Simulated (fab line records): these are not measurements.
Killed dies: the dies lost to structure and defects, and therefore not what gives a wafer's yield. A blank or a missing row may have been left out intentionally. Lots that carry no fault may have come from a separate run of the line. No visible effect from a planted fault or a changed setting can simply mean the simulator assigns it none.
fab line records	flow rit-cmos
[record] lots = 14	wafers = 42	last-day = 7
route steps=202 shown FOX2@23 M1@202
lots untouched by any fault: they come from a run of this same line in which no faults occurred
start-h: hours from the record's first day to the start of the lot's first wafer shown	wait-h: time in hours since the lot's previous step	" identical to the entry in the row above	L1.1+2: a row that stands for several wafers	- no value, or no start was given	* or withheld: withheld	< > ~ a bound
route shown NAME@n: names a module that has steps shown in the file, with the first one's number in the route	usual: mean/standard deviation taken from wafers without a fault	same: alike in all rows	chamber/n: place in a boat	sites: the reading at each site	_std_site: the standard deviation of these	_edge_site: inner sites' mean taken away from outer sites' mean	radius-mm: for every site, how far away it sits from the centre of the wafer	mask NAME#n: copy n	behind: the last tool/chamber to shape the wafer	hold: why the lot was held/for how many hours/how that ended	device: which transistor (n, p or np) failed to switch	end of line: the same wafers' tests at the end of the route	a step with no rows: only its recipe	killed: not the wafer's yield, but the dies lost to structure and defects at the first sort	map: a wafer's dies, x killed, . not, _ none there
set.NAME: the setting the step ran with; set.NAME@STEP: the setting that earlier step ran with	model.NAME: the simulator's own value behind a step, which no gauge read
the route's steps for a sample of lots (tables are steps, rows are wafers)
services: the hour from which a tool's chamber was out of use, counted from the record's first day as start-h (under 0 if before that day), plus the number of hours and why
[[steps]]
[step RIT_FOX2_OXIDATION_00]
[recipe] temp-c = 1100	ambient = H2O	target-thk-a = 3507	p-h2o-torr = 720	ox-time-s = 1082
lot.wafer	tool	chamber	start-h	wait-h
L954.3+5+6	furnace-03	0	18.01	0.0
L955.1+2+6	furnace-03	0	23.66	0.0
L957.4+5+6	furnace-01	0	34.02	0.0
L958.1+2+6	furnace-03	0	39.20	1.0
L959.2+4+5	furnace-04	0	44.28	0.0
L960.1+5+6	furnace-04	0	53.93	2.3
L961.2+3+6	furnace-03	0	56.74	0.0
L962.2+5+6	furnace-01	0	59.01	0.0
L965.4+5+6	furnace-01	0	74.18	0.0
L967.1+5+6	furnace-03	0	87.05	1.7
L968.1+2+5	furnace-01	0	88.94	0.0
L968.1+2+5	furnace-03	0	91.17	0.9
L969.4+5+6	furnace-04	0	94.73	1.0
L969.4+5+6	furnace-03	0	98.05	2.0
L973.1+2+6	furnace-04	0	114.72	0.0
L977.1+2+6	furnace-03	0	134.16	0.0
[step RIT_FOX2_THK_MEAS_01]
[recipe] reads = SiO2_of_FOX2_OXIDATION_00
[usual] FOX2_OXIDE_THK = 341/6.8
lot.wafer	tool	chamber	start-h	wait-h	FOX2_OXIDE_THK[nm]
L954.3	film-metro-02	-	19.34	0.0	343
L954.5	"	-	"	"	339
L954.6	"	-	"	"	340
L955.1	film-metro-03	-	24.97	0.0	345
L955.2	"	-	"	"	347
L955.6	"	-	"	"	344
L957.4	film-metro-03	-	35.36	0.0	338
L957.5	"	-	"	"	342
L957.6	"	-	"	"	337
L958.1	film-metro-02	-	40.52	0.0	336
L958.2	"	-	"	"	340
L958.6	"	-	"	"	341
L959.2	film-metro-04	-	45.60	0.0	334
L959.4	"	-	"	"	338
L959.5	"	-	"	"	334
L960.1	film-metro-03	-	55.25	0.0	329
L960.5	"	-	"	"	332
L960.6	"	-	"	"	331
L961.2	film-metro-04	-	58.06	0.0	349
L961.3	"	-	"	"	347
L961.6	"	-	"	"	345
L962.2	film-metro-04	-	60.34	0.0	350
L962.5	"	-	"	"	348
L962.6	"	-	"	"	349
L965.4	film-metro-02	-	75.52	0.0	341
L965.5	"	-	"	"	342
L965.6	"	-	"	"	344
L967.1	film-metro-03	-	88.37	0.0	356
L967.5	"	-	"	"	351
L967.6	"	-	"	"	350
L968.1	film-metro-03	-	92.53	0.1	502
L968.2	"	-	"	"	495
L968.5	"	-	"	"	499
L969.4	film-metro-03	-	99.45	0.1	520
L969.5	"	-	"	"	519
L969.6	"	-	"	"	514
L973.1	film-metro-04	-	116.03	0.0	341
L973.2	"	-	"	"	340
L973.6	"	-	"	"	337
L977.1	film-metro-04	-	135.48	0.0	335
L977.2	"	-	"	"	340
L977.6	"	-	"	"	335
[step RIT_FOX2_THK_MEAS_90]
[recipe] reads = SiO2_of_FOX2_OXIDATION_00
[usual] FIELD_OXIDE_LEFT_1_THK = 314/6.7
lot.wafer	tool	chamber	start-h	wait-h	FIELD_OXIDE_LEFT_1_THK[nm]
L954.3	film-metro-03	-	20.22	0.0	315
L954.5	"	-	"	"	312
L954.6	"	-	"	"	313
L955.1	film-metro-03	-	25.85	0.0	318
L955.2	"	-	"	"	320
L955.6	"	-	"	"	316
L957.4	film-metro-03	-	36.24	0.0	311
L957.5	"	-	"	"	315
L957.6	"	-	"	"	309
L958.1	film-metro-02	-	41.39	0.0	309
L958.2	"	-	"	"	312
L958.6	"	-	"	"	313
L959.2	film-metro-04	-	46.48	0.0	307
L959.4	"	-	"	"	311
L959.5	"	-	"	"	307
L960.1	film-metro-04	-	56.12	0.0	301
L960.5	"	-	"	"	305
L960.6	"	-	"	"	303
L961.2	film-metro-03	-	58.94	0.0	321
L961.3	"	-	"	"	319
L961.6	"	-	"	"	317
L962.2	film-metro-02	-	61.22	0.0	323
L962.5	"	-	"	"	321
L962.6	"	-	"	"	322
L965.4	film-metro-04	-	76.40	0.0	313
L965.5	"	-	"	"	315
L965.6	"	-	"	"	316
L967.1	film-metro-03	-	89.31	0.0	329
L967.5	"	-	"	"	324
L967.6	"	-	"	"	322
L968.1	film-metro-02	-	93.48	0.0	475
L968.2	"	-	"	"	468
L968.5	"	-	"	"	471
L969.4	film-metro-02	-	100.62	0.0	493
L969.5	"	-	"	"	491
L969.6	"	-	"	"	488
L973.1	film-metro-03	-	116.98	0.0	314
L973.2	"	-	"	"	313
L973.6	"	-	"	"	311
L977.1	film-metro-02	-	136.42	0.0	307
L977.2	"	-	"	"	313
L977.6	"	-	"	"	308
[step RIT_FOX2_THK_MEAS_91]
[recipe] reads = SiO2_of_FOX2_OXIDATION_00
[usual] FIELD_OXIDE_LEFT_2_THK = 246/6.8
lot.wafer	tool	chamber	start-h	wait-h	FIELD_OXIDE_LEFT_2_THK[nm]
L954.3	film-metro-04	-	33.26	0.0	247
L954.5	"	-	"	"	244
L954.6	"	-	"	"	245
L955.1	film-metro-03	-	38.07	0.0	250
L955.2	"	-	"	"	252
L955.6	"	-	"	"	249
L957.4	film-metro-04	-	49.75	0.0	244
L957.5	"	-	"	"	247
L957.6	"	-	"	"	242
L958.1	film-metro-04	-	54.43	0.0	241
L958.2	"	-	"	"	244
L958.6	"	-	"	"	246
L959.2	film-metro-03	-	60.33	0.0	239
L959.4	"	-	"	"	243
L959.5	"	-	"	"	239
L960.1	film-metro-02	-	68.47	0.0	233
L960.5	"	-	"	"	236
L960.6	"	-	"	"	234
L961.2	film-metro-03	-	73.22	0.0	253
L961.3	"	-	"	"	252
L961.6	"	-	"	"	249
L962.2	film-metro-04	-	73.39	0.0	255
L962.5	"	-	"	"	253
L962.6	"	-	"	"	254
L965.4	film-metro-04	-	90.35	0.0	245
L965.5	"	-	"	"	247
L965.6	"	-	"	"	248
L967.1	film-metro-04	-	102.73	0.0	260
L967.5	"	-	"	"	256
L967.6	"	-	"	"	254
L968.1	film-metro-03	-	107.81	0.0	406
L968.2	"	-	"	"	399
L968.5	"	-	"	"	403
L969.4	film-metro-03	-	113.87	0.1	426
L969.5	"	-	"	"	423
L969.6	"	-	"	"	420
L973.1	film-metro-03	-	129.62	0.0	246
L973.2	"	-	"	"	245
L973.6	"	-	"	"	243
L977.1	film-metro-02	-	151.68	0.0	239
L977.2	"	-	"	"	245
L977.6	"	-	"	"	240
[step RIT_M1_PROBE_99]
[usual] killed-at-contacts = 0.0/0.22	killed-at-front-end = 7/3.2	killed-dies = 8/3.2	killed-open = 3.7/2.1	killed-short = 3.8/2.2
[same] gross-dies = 264	killed_at_M0_to_M3 = 0	killed_at_M4_up = 0	killed-at-back-side = 0	killed-at-other = 0
lot.wafer	tool	chamber	start-h	wait-h	killed-at-contacts	killed-at-front-end	killed-dies	killed-open	killed-short
L968.1	prober-01	-	136.47	0.1	0	8	8	4	4
L968.2	prober-01	-	136.52	0.1	0	11	11	3	8
L968.5	prober-01	-	136.67	0.2	0	4	4	2	2
L969.4	prober-02	-	144.33	0.2	0	4	4	2	2
L969.5	prober-02	-	144.38	0.2	0	3	3	2	1
L969.6	prober-02	-	144.43	0.2	0	4	4	3	1
// killed by level:class
L968.1 REOX:geometric-particle:short=2 FOX2:geometric-particle:open=1 GATE:geometric-particle:short=1 GATE:geometric-particle:open=1 REOX:geometric-particle:open=1 SPACER:geometric-particle:open=1 SILICIDE:geometric-particle:short=1
L968.2 SPACER:geometric-particle:open=3 GATE:geometric-particle:short=2 REOX:geometric-particle:short=2 FOX1:geometric-particle:short=1 FOX2:geometric-particle:short=1 SPACER:geometric-particle:short=1 SILICIDE:geometric-particle:short=1
L968.5 SPACER:geometric-particle:open=1 SPACER:geometric-particle:short=1 SILICIDE:geometric-particle:open=1 SILICIDE:geometric-particle:short=1
L969.4 FOX2:geometric-particle:short=1 FOX2:geometric-particle:open=1 SPACER:geometric-particle:open=1 SILICIDE:geometric-particle:short=1
L969.5 GATE:geometric-particle:open=2 GATE:geometric-particle:short=1
L969.6 FOX2:geometric-particle:open=2 FOX1:geometric-particle:open=1 GATE:geometric-particle:short=1
[[services]]
tool	chamber	start-h	hours	kind
furnace-03	-	45.85	9.7	pm
furnace-01	-	68.91	3.5	pm
[[key]]
[first-sign] step = RIT_FOX2_OXIDATION_00	reading = visit	direction = added
[effect] step = RIT_FOX2_THK_MEAS_01	reading = FOX2_OXIDE_THK	direction = up	sigmas = 25	usual = 341	struck = 508
[effect] step = RIT_FOX2_THK_MEAS_90	reading = FIELD_OXIDE_LEFT_1_THK	direction = up	sigmas = 25	usual = 314	struck = 481
[effect] step = RIT_FOX2_THK_MEAS_91	reading = FIELD_OXIDE_LEFT_2_THK	direction = up	sigmas = 25	usual = 246	struck = 413
met-at RIT_FOX2_OXIDATION_00
struck-lots L968,L969
tester-left-out L968,L969
[fault] kind = repeated-step-whole	tool = furnace-01,furnace-03,furnace-04	chamber = -	onset-h = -	steps = RIT_FOX2_OXIDATION_00	times = 1	scope = struck-lots-only
// tester-left-out: of these lots the tester's yield and bins aren't shown, on N5 and GAA mostly nor the transistor test; their killed dies are dies lost to structure and defects alone, not to doping, threshold or leakage, so they don't give the yield
